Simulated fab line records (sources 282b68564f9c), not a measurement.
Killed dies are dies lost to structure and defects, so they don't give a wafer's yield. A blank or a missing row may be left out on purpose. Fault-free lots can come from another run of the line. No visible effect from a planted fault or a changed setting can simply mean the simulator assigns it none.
fab line records :: flow rit_cmos
record
  lots=14
  wafers=42
  last_day=7
route steps=202 shown PSD@147
lots that met no fault: from a run of the same line without faults
start_h: hours from the record's first day to the start of the lot's first wafer shown :: wait_h: hours since the lot's step before :: " unchanged from the row above :: L1.1+2: several wafers, shown together as one row :: - no value, or no start was given :: * or withheld: withheld :: < > ~ a bound
route shown NAME@n: names a module that has steps shown in the file, with the first one's number in the route :: usual: mean/standard deviation of fault-free wafers :: same: alike in all rows :: chamber/n: place in a boat :: sites: each site's reading :: _std_site: the values' standard deviation :: _edge_site: mean of outer sites minus mean of inner sites :: radius_mm: for every site, how far away it sits from the centre of the wafer :: mask NAME#n: copy n :: behind: tool/chamber where the wafer was last shaped :: hold: cause of the lot's hold/its duration in hours/its outcome :: device: which transistor (n, p or np) failed to switch :: end of line: the tests these same wafers got at the end of their route :: a step with no rows: only its recipe :: killed: not the wafer's yield, but the dies lost to structure and defects at the first sort :: map: dies across one wafer; x = killed, . = not, _ = none there
set.NAME: setting as actually run; set.NAME@STEP: the setting as run at that earlier step :: model.NAME: the simulator's own value behind a step, which no gauge read
a sample of lots followed through the steps of the route, with each step as a table and each wafer as a row
## steps
# step RIT_PSD_DEVELOP_05
# recipe
  resist=NOVOLAK
  develop_time_s=50
  dev_temp_c=23
# usual
  chill_plate_temp_C=22.98/0.091
lot.wafer: L957.2
tool: litho_track-02
chamber: 0
start_h: 48
wait_h: -
chill_plate_temp_C: 22.90

lot.wafer: L957.3
tool: litho_track-02
chamber: 0
start_h: 48
wait_h: -
chill_plate_temp_C: 23.07

lot.wafer: L957.5
tool: litho_track-02
chamber: 0
start_h: 48
wait_h: -
chill_plate_temp_C: 22.89

lot.wafer: L958.3
tool: litho_track-02
chamber: 0
start_h: 54
wait_h: -
chill_plate_temp_C: 22.80

lot.wafer: L958.5
tool: litho_track-02
chamber: 0
start_h: 54
wait_h: -
chill_plate_temp_C: 22.93

lot.wafer: L958.6
tool: litho_track-02
chamber: 0
start_h: 54
wait_h: -
chill_plate_temp_C: 23.01

lot.wafer: L959.1
tool: litho_track-02
chamber: 0
start_h: 57
wait_h: -
chill_plate_temp_C: 23.12

lot.wafer: L959.4
tool: litho_track-02
chamber: 0
start_h: 57
wait_h: -
chill_plate_temp_C: 22.99

lot.wafer: L959.6
tool: litho_track-02
chamber: 0
start_h: 58
wait_h: -
chill_plate_temp_C: 23.09

lot.wafer: L960.1
tool: litho_track-04
chamber: 0
start_h: 63
wait_h: -
chill_plate_temp_C: 23.04

lot.wafer: L960.5
tool: litho_track-04
chamber: 0
start_h: 63
wait_h: -
chill_plate_temp_C: 23.01

lot.wafer: L960.6
tool: litho_track-04
chamber: 0
start_h: 63
wait_h: -
chill_plate_temp_C: 23.08

lot.wafer: L961.4
tool: litho_track-03
chamber: 0
start_h: 67
wait_h: -
chill_plate_temp_C: 22.94

lot.wafer: L961.5
tool: litho_track-03
chamber: 0
start_h: 67
wait_h: -
chill_plate_temp_C: 23.08

lot.wafer: L961.6
tool: litho_track-03
chamber: 0
start_h: 67
wait_h: -
chill_plate_temp_C: 23.18

lot.wafer: L963.1
tool: litho_track-04
chamber: 0
start_h: 79
wait_h: -
chill_plate_temp_C: 23.03

lot.wafer: L963.2
tool: litho_track-04
chamber: 0
start_h: 79
wait_h: -
chill_plate_temp_C: 23.04

lot.wafer: L963.3
tool: litho_track-04
chamber: 0
start_h: 79
wait_h: -
chill_plate_temp_C: 22.82

lot.wafer: L966.1
tool: litho_track-04
chamber: 0
start_h: 94
wait_h: -
chill_plate_temp_C: 23.02

lot.wafer: L966.4
tool: litho_track-04
chamber: 0
start_h: 94
wait_h: -
chill_plate_temp_C: 23.07

lot.wafer: L966.6
tool: litho_track-04
chamber: 0
start_h: 94
wait_h: -
chill_plate_temp_C: 23.02

lot.wafer: L968.1
tool: litho_track-03
chamber: 0
start_h: 103
wait_h: -
chill_plate_temp_C: 22.90

lot.wafer: L968.5
tool: litho_track-03
chamber: 0
start_h: 103
wait_h: -
chill_plate_temp_C: 22.86

lot.wafer: L968.6
tool: litho_track-03
chamber: 0
start_h: 103
wait_h: -
chill_plate_temp_C: 23.07

lot.wafer: L969.2
tool: litho_track-03
chamber: 0
start_h: 108
wait_h: -
chill_plate_temp_C: 23.02

lot.wafer: L969.4
tool: litho_track-03
chamber: 0
start_h: 108
wait_h: -
chill_plate_temp_C: 23.14

lot.wafer: L969.5
tool: litho_track-03
chamber: 0
start_h: 108
wait_h: -
chill_plate_temp_C: 23.14

lot.wafer: L970.1
tool: litho_track-02
chamber: 0
start_h: 114
wait_h: -
chill_plate_temp_C: 23.00

lot.wafer: L970.5
tool: litho_track-02
chamber: 0
start_h: 114
wait_h: -
chill_plate_temp_C: 22.93

lot.wafer: L970.6
tool: litho_track-02
chamber: 0
start_h: 114
wait_h: -
chill_plate_temp_C: 23.03

lot.wafer: L971.1
tool: litho_track-03
chamber: 0
start_h: 118
wait_h: -
chill_plate_temp_C: 22.96

lot.wafer: L971.4
tool: litho_track-03
chamber: 0
start_h: 118
wait_h: -
chill_plate_temp_C: 22.86

lot.wafer: L971.6
tool: litho_track-03
chamber: 0
start_h: 118
wait_h: -
chill_plate_temp_C: 22.77

lot.wafer: L972.3
tool: litho_track-04
chamber: 0
start_h: 122
wait_h: -
chill_plate_temp_C: 22.93

lot.wafer: L972.4
tool: litho_track-04
chamber: 0
start_h: 122
wait_h: -
chill_plate_temp_C: 22.93

lot.wafer: L972.5
tool: litho_track-04
chamber: 0
start_h: 122
wait_h: -
chill_plate_temp_C: 22.82

lot.wafer: L974.3
tool: litho_track-03
chamber: 0
start_h: 134
wait_h: -
chill_plate_temp_C: 23.04

lot.wafer: L974.4
tool: litho_track-03
chamber: 0
start_h: 134
wait_h: -
chill_plate_temp_C: 22.99

lot.wafer: L974.6
tool: litho_track-03
chamber: 0
start_h: 134
wait_h: -
chill_plate_temp_C: 23.05

lot.wafer: L980.3
tool: litho_track-02
chamber: 0
start_h: 168
wait_h: -
chill_plate_temp_C: 22.91

lot.wafer: L980.4
tool: litho_track-02
chamber: 0
start_h: 168
wait_h: -
chill_plate_temp_C: 22.94

lot.wafer: L980.6
tool: litho_track-02
chamber: 0
start_h: 168
wait_h: -
chill_plate_temp_C: 22.85
# step RIT_PSD_TW_MEAS_10
# usual
  PSD_TW=3441/22
lot.wafer: L957.2
tool: film_metro-04
chamber: -
start_h: 48.96
wait_h: 0.1
PSD_TW: 3433

lot.wafer: L957.3
tool: film_metro-04
chamber: -
start_h: 48.96
wait_h: 0.1
PSD_TW: 3443

lot.wafer: L957.5
tool: film_metro-04
chamber: -
start_h: 48.96
wait_h: 0.1
PSD_TW: 3453

lot.wafer: L958.3
tool: film_metro-02
chamber: -
start_h: 54.75
wait_h: 0.1
PSD_TW: 3421

lot.wafer: L958.5
tool: film_metro-02
chamber: -
start_h: 54.75
wait_h: 0.1
PSD_TW: 3442

lot.wafer: L958.6
tool: film_metro-02
chamber: -
start_h: 54.75
wait_h: 0.1
PSD_TW: 3412

lot.wafer: L959.1
tool: film_metro-04
chamber: -
start_h: 58.56
wait_h: 0.1
PSD_TW: 3458

lot.wafer: L959.4
tool: film_metro-04
chamber: -
start_h: 58.56
wait_h: 0.1
PSD_TW: 3449

lot.wafer: L959.6
tool: film_metro-04
chamber: -
start_h: 58.56
wait_h: 0.1
PSD_TW: 3462

lot.wafer: L960.1
tool: film_metro-04
chamber: -
start_h: 63.95
wait_h: 0.1
PSD_TW: 3446

lot.wafer: L960.5
tool: film_metro-04
chamber: -
start_h: 63.95
wait_h: 0.1
PSD_TW: 3457

lot.wafer: L960.6
tool: film_metro-04
chamber: -
start_h: 63.95
wait_h: 0.1
PSD_TW: 3445

lot.wafer: L961.4
tool: film_metro-04
chamber: -
start_h: 68.19
wait_h: 0.1
PSD_TW: 3438

lot.wafer: L961.5
tool: film_metro-04
chamber: -
start_h: 68.19
wait_h: 0.1
PSD_TW: 3443

lot.wafer: L961.6
tool: film_metro-04
chamber: -
start_h: 68.19
wait_h: 0.1
PSD_TW: 3428

lot.wafer: L963.1
tool: film_metro-03
chamber: -
start_h: 80.08
wait_h: 0.1
PSD_TW: 3452

lot.wafer: L963.2
tool: film_metro-03
chamber: -
start_h: 80.08
wait_h: 0.1
PSD_TW: 3460

lot.wafer: L963.3
tool: film_metro-03
chamber: -
start_h: 80.08
wait_h: 0.1
PSD_TW: 3437

lot.wafer: L966.1
tool: film_metro-02
chamber: -
start_h: 94.73
wait_h: 0.1
PSD_TW: 3433

lot.wafer: L966.4
tool: film_metro-02
chamber: -
start_h: 94.73
wait_h: 0.1
PSD_TW: 3432

lot.wafer: L966.6
tool: film_metro-02
chamber: -
start_h: 94.73
wait_h: 0.1
PSD_TW: 3426

lot.wafer: L968.1
tool: film_metro-02
chamber: -
start_h: 103.72
wait_h: 0.1
PSD_TW: 3389

lot.wafer: L968.5
tool: film_metro-02
chamber: -
start_h: 103.72
wait_h: 0.1
PSD_TW: 3415

lot.wafer: L968.6
tool: film_metro-02
chamber: -
start_h: 103.72
wait_h: 0.1
PSD_TW: 3409

lot.wafer: L969.2
tool: film_metro-04
chamber: -
start_h: 108.65
wait_h: 0.1
PSD_TW: 3459

lot.wafer: L969.4
tool: film_metro-04
chamber: -
start_h: 108.65
wait_h: 0.1
PSD_TW: 3437

lot.wafer: L969.5
tool: film_metro-04
chamber: -
start_h: 108.65
wait_h: 0.1
PSD_TW: 3462

lot.wafer: L970.1
tool: film_metro-03
chamber: -
start_h: 115.09
wait_h: 0.1
PSD_TW: 3437

lot.wafer: L970.5
tool: film_metro-03
chamber: -
start_h: 115.09
wait_h: 0.1
PSD_TW: 3474

lot.wafer: L970.6
tool: film_metro-03
chamber: -
start_h: 115.09
wait_h: 0.1
PSD_TW: 3456

lot.wafer: L971.1
tool: film_metro-02
chamber: -
start_h: 118.90
wait_h: 0.1
PSD_TW: 30

lot.wafer: L971.4
tool: film_metro-02
chamber: -
start_h: 118.90
wait_h: 0.1
PSD_TW: 30

lot.wafer: L971.6
tool: film_metro-02
chamber: -
start_h: 118.90
wait_h: 0.1
PSD_TW: 30

lot.wafer: L972.3
tool: film_metro-02
chamber: -
start_h: 123.49
wait_h: 0.1
PSD_TW: 3429

lot.wafer: L972.4
tool: film_metro-02
chamber: -
start_h: 123.49
wait_h: 0.1
PSD_TW: 3423

lot.wafer: L972.5
tool: film_metro-02
chamber: -
start_h: 123.49
wait_h: 0.1
PSD_TW: 3419

lot.wafer: L974.3
tool: film_metro-03
chamber: -
start_h: 135.31
wait_h: 0.1
PSD_TW: 30

lot.wafer: L974.4
tool: film_metro-03
chamber: -
start_h: 135.31
wait_h: 0.1
PSD_TW: 30

lot.wafer: L974.6
tool: film_metro-03
chamber: -
start_h: 135.31
wait_h: 0.1
PSD_TW: 30

lot.wafer: L980.3
tool: film_metro-04
chamber: -
start_h: 168.89
wait_h: 0.1
PSD_TW: 3444

lot.wafer: L980.4
tool: film_metro-04
chamber: -
start_h: 168.89
wait_h: 0.1
PSD_TW: 3438

lot.wafer: L980.6
tool: film_metro-04
chamber: -
start_h: 168.89
wait_h: 0.1
PSD_TW: 3465
## key
first_sign
  step=RIT_PSD_TW_MEAS_10
  reading=PSD_TW
  direction=down
  sigmas=99+
  usual=3441
  struck=30
effect none on later readings
met_at RIT_PSD_DEVELOP_05
struck_lots L971,L974
sort_left_out L971.1,L971.4,L971.6,L974.3,L974.4,L974.6
tester_left_out L971,L974
onset_between 108 118
fault
  kind=process_parameter_drift
  tool=litho_track-03
  chamber=-
  onset_h=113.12
  steps=RIT_PSD_DEVELOP_05
  channel=develop_time_s
  offset=*
  shape=step
  end_h=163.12
  acts_in=*
  stated=*
# tester_left_out: of these lots the tester's yield and bins aren't shown, on N5 and GAA mostly nor the transistor test; their killed dies are dies lost to structure and defects alone, not to doping, threshold or leakage, so they don't give the yield
# sort_left_out: the simulated sort isn't trusted on such a fault, so these wafers' sort isn't shown, and their yield isn't known
